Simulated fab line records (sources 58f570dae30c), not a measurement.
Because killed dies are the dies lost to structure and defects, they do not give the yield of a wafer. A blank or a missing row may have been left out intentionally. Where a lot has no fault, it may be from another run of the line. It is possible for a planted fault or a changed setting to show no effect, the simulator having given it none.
Code-filled problem report in 8D (eight disciplines) form / flow berkeleyCmos170 / the parts of the form that need people (team, actions taken, sign-off) are left out

== 1. THE PROBLEM ==
Mean of runLengthS at UCB170_V2_ETCH_14: 312.8 s across 6 wafers in 2 lots; on wafers with no fault it is 319.5 s (standard deviation 0.47). That puts it -14 standard deviations away from the usual mean.
The step: etches SiO2 in CHF3/CF4/Ar, stops on Al, target depth 1250 nm, time 291 s.
First seen on wafer L288.1, day 9 19:08, on rieDiel-03. At this step, 42 wafers from 14 lots have a number in the record. Rule for "out" (also "out of limits"): further than 4 standard deviations from the usual mean. The rest of the wafers with a number are treated as sound.

== 2. WHAT THIS IS AND IS NOT ==
question=which readings at this step | is=runLengthS | is not=drypumpMotorCurrentA, throttleValvePct
question=which lots | is=L288, L289 | is not=L282, L283, L284, L286, L287, L290, L298, L299, L300, L301, L303, L305
question=which wafers of those lots | is=all that have a number | is not=-
question=read on which tools | is=rieDiel-03 | is not=rieDiel-02, rieDiel-04
question=when | is=from day 9 19:08 | is not=up to then (15 sound wafers); but 21 sound wafers of L290, L298, L299, L300, L301, L303, L305 came after

== 3. SUSPECTS, AND WHAT RULES EACH OUT ==
Counting: a tool at any process step up to the reading remains a suspect when it ran all the lots that are out and ran no sound lot after the first of those.
- rieDiel-03 at UCB170_V2_ETCH_14 (etches SiO2 in CHF3/CF4/Ar, stops on Al, target depth 1250 nm, time 291 s): ruled out as a lasting fault. After its first lot that is out, L288 (day 9 19:08), sound lots L300, L303, L305 ran on it.
Left after counting: nothing in the record.

== 4. THE CAUSE (what the simulator had put in) ==
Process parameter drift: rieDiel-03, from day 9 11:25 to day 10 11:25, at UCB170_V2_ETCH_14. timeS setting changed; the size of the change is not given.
Counting ruled it out, wrongly.

== 5. SEQUENCE OF EFFECTS, ordered by route ==
Each row: a reading where the mean over the struck wafers with a number is more than 3 standard deviations away from the usual. Scope: only readings with a usual standard deviation given in the record; hours: median across lots of the time from each lot's start at the first step in this table that gives one to its start at this step; sigmas: change in usual standard deviations.
hours=0; step=UCB170_V2_ETCH_14; reading=runLengthS; usual=319.5 s; on struck wafers=312.8; change=-6.7; sigmas=-14
The process steps in it:
- UCB170_V2_ETCH_14: etches SiO2 in CHF3/CF4/Ar, stops on Al, target depth 1250 nm, time 291 s.

== 6. HOW IT WOULD HAVE BEEN CAUGHT EARLIER ==
In this record the first reading out of limits was taken at day 9 19:08, 8 hours after the fault began at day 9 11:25.
